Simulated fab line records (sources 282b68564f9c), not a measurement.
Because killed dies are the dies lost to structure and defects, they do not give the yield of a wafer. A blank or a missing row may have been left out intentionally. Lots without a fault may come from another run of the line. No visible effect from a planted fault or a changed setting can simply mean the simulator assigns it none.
Which of the tools did it? | flow rit-cmos | 42 wafers sampled from 14 lots at 1 step of a route of 202

WHAT THE GAUGES SHOWED, per wafer
The record holds no reading of a measuring or inspecting step that can be judged against a usual standard deviation.

EACH LOT AND THE TOOL THAT RAN IT (in order: tool; ch and the chambers of the sampled wafers; start)
lot  | RIT_GATE_DEVELOP_15
L166 | litho-track-01 ch 0, day 2 12:00
L168 | litho-track-01 ch 0, day 2 21:00
L169 | litho-track-01 ch 0, day 3 03:00
L171 | litho-track-02 ch 0, day 3 16:00
L172 | litho-track-01 ch 0, day 3 19:00
L174 | litho-track-01 ch 0, day 4 07:00
L175 | litho-track-01, day 4 10:00
L176 | litho-track-03, day 4 14:00
L178 | litho-track-01 ch 0, day 5 00:00
L182 | litho-track-01 ch 0, day 5 21:00
L185 | litho-track-03 ch 0, day 6 11:00
L186 | litho-track-02 ch 0, day 6 16:00
L187 | litho-track-01 ch 0, day 6 20:00
L189 | litho-track-01 ch 0, day 7 08:00
- RIT_GATE_DEVELOP_15: develop time 50 s.

WHAT THE TOOLS THEMSELVES READ (means of the sampled wafers that have a number; where no wafer has one, the mark that the record gives instead)
RIT_GATE_DEVELOP_15. Usual: chill-plate-temp-C at 23.03 C, with a standard deviation of 0.12.
lot  | tool           | chill-plate-temp-C (C) | flag
L166 | litho-track-01 | 23.15                  |
L168 | litho-track-01 | 23.06                  |
L169 | litho-track-01 | 23.04                  |
L171 | litho-track-02 | 23.27                  |
L172 | litho-track-01 | 23.05                  |
L174 | litho-track-01 | 23.16                  |
L175 | litho-track-01 | -                      | OFF
L176 | litho-track-03 | -                      | OFF
L178 | litho-track-01 | 23.08                  |
L182 | litho-track-01 | 23.11                  |
L185 | litho-track-03 | 23.04                  |
L186 | litho-track-02 | 23.06                  |
L187 | litho-track-01 | 23.03                  |
L189 | litho-track-01 | 22.98                  |

THE ANSWER, worked out from the rows above alone
Rule: a lot counts as off when the mean over its wafers that have a number is more than 3 standard deviations away from the usual mean. Also off: a lot with no number at a reading for which 4 or more lots have one. The other lots that the step has rows for count as sound. Order of review: gauges by route order, followed by the tools' own readings, for which a lot's mean as printed above is used. The first step at which some lot is off is used, and at that step the reading that is off furthest; a lot without a number counts as furthest.
Off: L175, L176, at RIT_GATE_DEVELOP_15 (chill-plate-temp-C). Without a number there: L175, L176.
A tool fits if, at that step or a process step before it, it ran every lot that is off, and no sound lot after the first of them. Of those tried, none fits.

WHAT THE SIMULATOR PUT IN
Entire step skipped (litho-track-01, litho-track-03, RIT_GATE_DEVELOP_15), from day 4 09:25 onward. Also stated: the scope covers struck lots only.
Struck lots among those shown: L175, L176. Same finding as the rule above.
